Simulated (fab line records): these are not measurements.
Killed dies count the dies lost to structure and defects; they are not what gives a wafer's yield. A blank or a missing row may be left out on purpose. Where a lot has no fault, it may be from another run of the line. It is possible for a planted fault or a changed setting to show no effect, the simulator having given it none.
Shared-tool check / flow rit cmos / 13 lots, 39 wafers sampled

== WHAT PROMPTED THE OPENING ==
On 1 of the 13 lots, a flag is raised at RIT_CONTACT_CD_MEAS_08 on the reading cd nm. No-fault wafers: 999.8 nm, standard deviation 2.3.
Rule: a lot gets a flag if all its wafers with a number sit over 4 standard deviations from that mean, or if no wafer of it has a number. The other lots count as sound.

lot=L302; measured=day 3 20:23; on=cd sem-01; cd nm (nm), wafer by wafer=997.1 993.5 994.4; flag=
lot=L303; measured=day 4 04:18; on=cd sem-01; cd nm (nm), wafer by wafer=996.7 996.6 997.9; flag=
lot=L305; measured=day 4 11:57; on=cd sem-01; cd nm (nm), wafer by wafer=1000.0 1000.9 1000.3; flag=
lot=L306; measured=day 4 14:46; on=cd sem-02; cd nm (nm), wafer by wafer=1003.1 1003.6 1005.4; flag=
lot=L307; measured=day 4 18:14; on=cd sem-01; cd nm (nm), wafer by wafer=999.5 999.8 998.5; flag=
lot=L308; measured=day 5 01:34; on=cd sem-02; cd nm (nm), wafer by wafer=1002.2 1003.6 1002.6; flag=
lot=L309; measured=day 5 06:37; on=cd sem-02; cd nm (nm), wafer by wafer=999.8 1000.0 997.4; flag=
lot=L313; measured=day 5 23:08; on=cd sem-02; cd nm (nm), wafer by wafer=998.5 1000.8 1000.2; flag=
lot=L316; measured=day 6 16:33; on=cd sem-01; cd nm (nm), wafer by wafer=1001.2 999.9 1002.3; flag=
lot=L317; measured=day 6 23:01; on=cd sem-01; cd nm (nm), wafer by wafer=1151.8 1150.3 1150.1; flag=FLAGGED
lot=L319; measured=day 7 06:17; on=cd sem-01; cd nm (nm), wafer by wafer=995.6 995.2 994.3; flag=
lot=L321; measured=day 7 18:55; on=cd sem-01; cd nm (nm), wafer by wafer=998.8 1000.0 997.6; flag=
lot=L323; measured=day 8 03:57; on=cd sem-01; cd nm (nm), wafer by wafer=1000.5 998.5 998.1; flag=
The numbers of the flagged lots are 1150.7 nm on average: +150.9 nm against the usual, or +66 standard deviations.

== TOOL THAT RAN EACH LOT ==
The record keeps 1 process step preceding the reading, out of 202 steps on the route. In each cell: the tool, then ch and the chambers that the sampled wafers went through, then the start.
lot=L302; flag=; RIT_CONTACT_EXPOSE_05=iline stepper-02 ch 0, day 3 19:52
lot=L303; flag=; RIT_CONTACT_EXPOSE_05=iline stepper-01 ch 0, day 4 03:47
lot=L305; flag=; RIT_CONTACT_EXPOSE_05=iline stepper-01 ch 0, day 4 11:26
lot=L306; flag=; RIT_CONTACT_EXPOSE_05=iline stepper-02 ch 0, day 4 14:07
lot=L307; flag=; RIT_CONTACT_EXPOSE_05=iline stepper-02 ch 0, day 4 17:43
lot=L308; flag=; RIT_CONTACT_EXPOSE_05=iline stepper-02 ch 0, day 5 01:02
lot=L309; flag=; RIT_CONTACT_EXPOSE_05=iline stepper-01 ch 0, day 5 06:07
lot=L313; flag=; RIT_CONTACT_EXPOSE_05=iline stepper-01 ch 0, day 5 22:37
lot=L316; flag=; RIT_CONTACT_EXPOSE_05=iline stepper-02 ch 0, day 6 16:02
lot=L317; flag=FLAGGED; RIT_CONTACT_EXPOSE_05=iline stepper-02 ch 0, day 6 22:29
lot=L319; flag=; RIT_CONTACT_EXPOSE_05=iline stepper-01 ch 0, day 7 05:46
lot=L321; flag=; RIT_CONTACT_EXPOSE_05=iline stepper-01 ch 0, day 7 18:23
lot=L323; flag=; RIT_CONTACT_EXPOSE_05=iline stepper-02 ch 0, day 8 03:26
These steps, and what they do:
- RIT_CONTACT_EXPOSE_05: exposes mask M11, target cd 1000 nm.
- RIT_CONTACT_CD_MEAS_08: target cd 1000 nm.

== FLAGGED AGAINST TOTAL, ONE TOOL AT A TIME (gauges that did the reading follow at the end) ==
step=RIT_CONTACT_EXPOSE_05; tool=iline stepper-01; lots run=6; flagged=0; share of the flagged lots=none; sound lots run after its first flagged lot=-
step=RIT_CONTACT_EXPOSE_05; tool=iline stepper-02; lots run=7; flagged=1; share of the flagged lots=all; sound lots run after its first flagged lot=1 (L323)
step=RIT_CONTACT_CD_MEAS_08; tool=cd sem-01; lots run=9; flagged=1; share of the flagged lots=all; sound lots run after its first flagged lot=3 (L319,L321,L323)
step=RIT_CONTACT_CD_MEAS_08; tool=cd sem-02; lots run=4; flagged=0; share of the flagged lots=none; sound lots run after its first flagged lot=-

== WHAT THE TABLE PERMITS ==
Table rows that saw every flagged lot: 2, namely iline stepper-02 at RIT_CONTACT_EXPOSE_05 and cd sem-01 at RIT_CONTACT_CD_MEAS_08.
- iline stepper-02 at RIT_CONTACT_EXPOSE_05 ran 7 lots, 1 of them flagged. Lots that were sound ran on it after the first flagged one (L323); a persistent fault on the entire tool would not allow that.
- cd sem-01 at RIT_CONTACT_CD_MEAS_08 ran 9 lots, 1 of them flagged. Lots that were sound ran on it after the first flagged one (L319, L321, L323); a persistent fault on the entire tool would not allow that.
Not one row of the table ran every flagged lot while running no sound lot after the first.

== WHAT WAS PUT IN BY THE SIMULATOR ==
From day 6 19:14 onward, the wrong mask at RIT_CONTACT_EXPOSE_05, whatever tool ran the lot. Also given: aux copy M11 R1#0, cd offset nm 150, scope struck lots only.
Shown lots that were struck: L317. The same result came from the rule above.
